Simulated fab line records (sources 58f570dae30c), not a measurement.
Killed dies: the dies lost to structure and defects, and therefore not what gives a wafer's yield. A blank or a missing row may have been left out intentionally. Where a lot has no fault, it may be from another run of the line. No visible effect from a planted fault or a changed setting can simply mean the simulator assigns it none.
Which tool was responsible?    flow berkeley_cmos170    Sampling: 14 lots, 42 wafers, 4 of 331 route steps

== WHAT THE GAUGES READ, wafer by wafer ==
UCB170_PWELL_THK_MEAS_06. Usual: PWELL_NITRIDE_THK 221.3 nm, standard deviation 2.1.
lot   measured     on             PWELL_NITRIDE_THK (nm)  flag
L876  day 3 04:05  film_metro-04  221.2 221.5 221.4       
L877  day 3 04:05  film_metro-01  220.5 221.8 221.9       
L878  day 3 08:15  film_metro-03  221.6 221.1 219.3       
L879  day 3 08:15  film_metro-01  222.1 223.3 222.2       
L880  day 3 19:47  film_metro-01  219.5 220.1 220.5       
L881  day 4 00:33  film_metro-04  217.3 219.1 219.4       
L882  day 4 09:28  film_metro-03  217.8 217.8 217.4       
L890  day 6 04:02  film_metro-01  223.1 224.0 224.6       
L892  day 6 13:44  film_metro-04  221.0 220.8 220.0       
L893  day 6 13:45  film_metro-03  222.1 221.7 222.9       
L895  day 7 04:57  film_metro-03  223.7 222.7 221.8       
L897  day 7 09:52  film_metro-01  223.3 221.3 222.0       
L898  day 7 18:16  film_metro-04  224.5 224.9 225.0       
L899  day 7 18:16  film_metro-03  222.0 222.5 220.3       

UCB170_ACTIVE_OVL_MEAS_14. Usual: ACTIVE_OVL 4 nm, standard deviation 5.
lot   measured     on          ACTIVE_OVL (nm)  flag
L876  day 4 13:00  overlay-02  -1 -3 1          
L877  day 4 13:19  overlay-02  5 0 5            
L878  day 4 13:37  overlay-02  -5 2 -1          
L879  day 4 13:10  overlay-01  3 0 7            
L880  day 5 05:22  overlay-01  6 5 6            
L881  day 5 04:53  overlay-02  2 0 -3           
L882  day 5 15:52  overlay-01  -1 2 4           
L890  day 7 10:31  overlay-02  6 5 2            
L892  day 7 20:14  overlay-01  5 3 5            
L893  day 7 20:29  overlay-02  6 5 0            
L895  day 8 13:56  overlay-02  5 7 12           
L897  day 8 19:34  overlay-01  9 6 4            
L898  day 9 05:50  overlay-02  12 12 13         
L899  day 9 06:08  overlay-01  6 0 -2           

UCB170_PFIELD_TW_MEAS_09. Usual: PFIELD_TW 605, standard deviation 4.3.
lot   measured     on             PFIELD_TW    flag
L876  day 4 17:31  film_metro-02  608 607 610  
L877  day 4 17:24  film_metro-01  612 611 606  
L878  day 4 17:47  film_metro-02  609 608 608  
L879  day 4 17:23  film_metro-03  597 602 598  
L880  day 5 07:03  film_metro-02  701 706 704  OFF
L881  day 5 06:46  film_metro-03  599 598 593  
L882  day 5 21:05  film_metro-01  702 702 701  OFF
L890  day 7 12:29  film_metro-02  608 607 604  
L892  day 7 23:03  film_metro-01  608 608 607  
L893  day 7 23:07  film_metro-02  608 609 610  
L895  day 8 15:58  film_metro-01  606 606 606  
L897  day 8 23:08  film_metro-03  603 602 601  
L898  day 9 07:38  film_metro-03  599 599 602  
L899  day 9 08:05  film_metro-03  605 604 602  

== WHICH TOOL RAN EACH LOT (tool, then ch and the chambers of the sampled wafers, then the start) ==
lot   UCB170_PFIELD_IMPLANT_07
L876  implanter-01 ch 0, day 4 17:17
L877  implanter-04 ch 0, day 4 17:11
L878  implanter-04 ch 0, day 4 17:32
L879  implanter-02 ch 0, day 4 17:10
L880  implanter-04 ch 0, day 5 06:48
L881  implanter-02 ch 0, day 5 06:32
L882  implanter-04 ch 0, day 5 20:52
L890  implanter-02 ch 0, day 7 12:15
L892  implanter-02 ch 0, day 7 22:48
L893  implanter-01 ch 0, day 7 22:53
L895  implanter-02 ch 0, day 8 15:45
L897  implanter-01 ch 0, day 8 22:53
L898  implanter-02 ch 0, day 9 07:23
L899  implanter-01 ch 0, day 9 07:50
- UCB170_PFIELD_IMPLANT_07

== WHAT THE TOOLS THEMSELVES READ (means of the sampled wafers that have a number; where no wafer has one, the mark that the record gives instead) ==
UCB170_PFIELD_IMPLANT_07. Usual: dose_ions_cm2 2.0003e+13, standard deviation 2.3e+10; faraday_current_uA 63.4, standard deviation 1.3.
lot   tool          dose_ions_cm2  faraday_current_uA  flag
L876  implanter-01  1.9978e+13     63.4                
L877  implanter-04  2.0016e+13     63.5                
L878  implanter-04  1.9974e+13     63.7                
L879  implanter-02  1.9998e+13     62.0                
L880  implanter-04  3.1967e+13     101.7               OFF
L881  implanter-02  2.0013e+13     64.4                
L882  implanter-04  3.2015e+13     99.9                OFF
L890  implanter-02  1.9977e+13     63.2                
L892  implanter-02  1.9996e+13     63.5                
L893  implanter-01  1.9999e+13     63.4                
L895  implanter-02  1.9999e+13     65.1                
L897  implanter-01  1.9977e+13     63.5                
L898  implanter-02  2.0009e+13     64.5                
L899  implanter-01  2.0017e+13     64.6                

== THE ANSWER, worked out from the rows above alone ==
Rule: take the mean of a lot's wafers that have a number; if it is more than 3 standard deviations from the usual mean, the lot is off. Also off: a lot with no number at a reading for which 4 or more lots have one. All remaining lots with rows at the step are treated as sound. After the gauges, taken in route order, come the tools' own readings; for these a lot's mean is taken, as printed above. At the first step where some lot is off, the reading lying furthest off is the one used; lots without a number count as furthest.
Off: L880, L882, seen at UCB170_PFIELD_TW_MEAS_09 (PFIELD_TW).
A tool fits if, at a process step before that reading, it ran every lot that is off, and no sound lot after the first of them. The gauges at UCB170_PFIELD_TW_MEAS_09 aren't tried: what is off there is off at UCB170_PFIELD_IMPLANT_07 too, on other tools, and a gauge's error can't cause that. One fits: implanter-04 at UCB170_PFIELD_IMPLANT_07. Its last sound lot is L878 (day 4 17:32), its first lot that is off L880 (day 5 06:48): a fault that began between those two fits.
The tool's own readings at UCB170_PFIELD_IMPLANT_07 bear it out: on the lots that are off they differ by more than 5 times the standard deviation of the sound lots' means. dose_ions_cm2 reads 3.1991e+13 there against 1.9996e+13 on the sound lots; faraday_current_uA reads 100.8 there against 63.7 on the sound lots.

== WHAT WAS PUT IN BY THE SIMULATOR ==
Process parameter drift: implanter-04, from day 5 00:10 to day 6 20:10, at UCB170_PFIELD_IMPLANT_07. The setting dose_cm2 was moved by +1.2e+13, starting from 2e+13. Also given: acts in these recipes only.
Shown lots that were struck: L880, L882. The rule given above showed the same thing.
